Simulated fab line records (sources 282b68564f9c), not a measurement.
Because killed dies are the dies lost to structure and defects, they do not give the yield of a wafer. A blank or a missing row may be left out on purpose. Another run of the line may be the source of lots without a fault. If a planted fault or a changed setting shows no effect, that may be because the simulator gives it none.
Which tool is to blame?    flow rit cmos    14 lots, 42 wafers sampled, at 3 steps of a route of 202

## WHAT THE GAUGES READ, wafer by wafer
RIT_NLDD_TW_MEAS_10. Usual: NLDD_TW 2504, standard deviation 14.
lot   measured     on             NLDD_TW                        flag
L179  day 2 22:04  film metro-01  2498 2498 2513                 
L181  day 3 05:40  film metro-04  2511 2510 2527                 
L182  day 3 10:50  film metro-04  2535 2525 2538                 
L183  day 3 14:43  film metro-01  2486 2489 2487                 
L184  day 3 18:34  film metro-04  2528 2520 2515                 
L186  day 4 09:27  film metro-01  2482 2494 2501                 
L187  day 4 11:55  film metro-04  2511 2500 2514                 
L188  day 4 15:31  film metro-02  2505 2503 2499                 
L192  day 5 12:31  film metro-02  2717 2689 2710 2689 2698 2695  OFF
L193  day 5 16:50  film metro-02  2695 2696 2694 2691 2697 2694  OFF
L194  day 5 23:07  film metro-01  2478 2501 2484                 
L195  day 6 06:12  film metro-04  2511 2520 2512                 
L196  day 6 19:29  film metro-02  2507 2502 2514                 
L202  day 8 16:34  film metro-01  2504 2486 2494                 

RIT_SDANNEAL_RS_MEAS_07: a four-point-probe measurement. Usual: NLDD_RS 151.7 ohm/sq, standard deviation 0.43.
lot   measured     on             NLDD_RS (ohm/sq)                     flag
L179  day 3 06:31  film metro-04  151.1 151.4 150.8                    
L181  day 3 13:43  film metro-01  151.7 151.7 151.8                    
L182  day 3 19:08  film metro-04  151.2 152.1 151.5                    
L183  day 3 22:52  film metro-04  151.8 151.3 151.4                    
L184  day 4 02:35  film metro-04  151.3 151.9 151.8                    
L186  day 4 17:32  film metro-02  152.2 152.4 152.2                    
L187  day 4 19:55  film metro-02  152.0 152.2 152.3                    
L188  day 4 23:16  film metro-04  152.2 151.9 151.6                    
L192  day 6 02:04  film metro-02  148.4 148.0 147.9 148.1 148.2 147.8  OFF
L193  day 6 09:51  film metro-01  147.4 147.7 147.3 147.5 147.6 147.3  OFF
L194  day 6 07:08  film metro-04  152.1 151.5 151.8                    
L195  day 6 13:59  film metro-04  151.4 151.5 152.2                    
L196  day 7 03:30  film metro-02  152.2 152.0 151.8                    
L202  day 9 01:04  film metro-01  151.8 151.7 152.3                    

## TOOL THAT RAN EACH LOT (tool first, then ch and the chambers of the sampled wafers, then the start)
lot   RIT_NLDD_IMPLANT_08
L179  implanter-04 ch 0, day 2 21:47
L181  implanter-01 ch 0, day 3 05:22
L182  implanter-04 ch 0, day 3 10:31
L183  implanter-03 ch 0, day 3 14:23
L184  implanter-01 ch 0, day 3 18:16
L186  implanter-03 ch 0, day 4 09:08
L187  implanter-04 ch 0, day 4 11:35
L188  implanter-03 ch 0, day 4 15:14
L192  implanter-03 ch 0, day 5 12:14
L193  implanter-03 ch 0, day 5 16:32
L194  implanter-04 ch 0, day 5 22:48
L195  implanter-01 ch 0, day 6 05:55
L196  implanter-04 ch 0, day 6 19:11
L202  implanter-03 ch 0, day 8 16:16
- RIT_NLDD_IMPLANT_08

## WHAT THE TOOLS THEMSELVES READ (means of the sampled wafers that have a number; where no wafer has one, the mark that the record gives instead)
RIT_NLDD_IMPLANT_08. Usual: beam energy keV 20.000, standard deviation 0.0064; tilt deg 7.000 degrees, standard deviation 0.021.
lot   tool          beam energy keV  tilt deg (degrees)  flag
L179  implanter-04  20.006           6.988               
L181  implanter-01  19.999           6.984               
L182  implanter-04  19.996           6.987               
L183  implanter-03  19.997           7.001               
L184  implanter-01  20.000           7.002               
L186  implanter-03  20.011           6.989               
L187  implanter-04  19.996           6.998               
L188  implanter-03  20.003           7.013               
L192  implanter-03  26.003           7.019               OFF
L193  implanter-03  25.999           7.009               OFF
L194  implanter-04  20.004           7.012               
L195  implanter-01  19.994           7.027               
L196  implanter-04  19.990           7.008               
L202  implanter-03  19.995           6.997               

## THE ANSWER, worked out from the rows above alone
Rule: lot off if the mean of its wafers having a number is beyond 3 standard deviations from the usual mean. Also off: a lot with no number at a reading for which 4 or more lots have one. Where the step has rows for the other lots, those lots are counted as sound. Order of review: gauges by route order, followed by the tools' own readings, for which a lot's mean as printed above is used. The first step at which some lot is off is used, and at that step the reading that is off furthest; a lot without a number counts as furthest.
Off: at RIT_NLDD_TW_MEAS_10 (NLDD_TW), L192, L193.
A tool fits if, at a process step before that reading, it ran every lot that is off, and no sound lot after the first of them. Not tried: the gauges at RIT_NLDD_TW_MEAS_10; whatever is off there is also off at RIT_NLDD_IMPLANT_08, on other tools, and gauge error can't account for it. None of those tried fits.

## WHAT THE SIMULATOR PUT IN
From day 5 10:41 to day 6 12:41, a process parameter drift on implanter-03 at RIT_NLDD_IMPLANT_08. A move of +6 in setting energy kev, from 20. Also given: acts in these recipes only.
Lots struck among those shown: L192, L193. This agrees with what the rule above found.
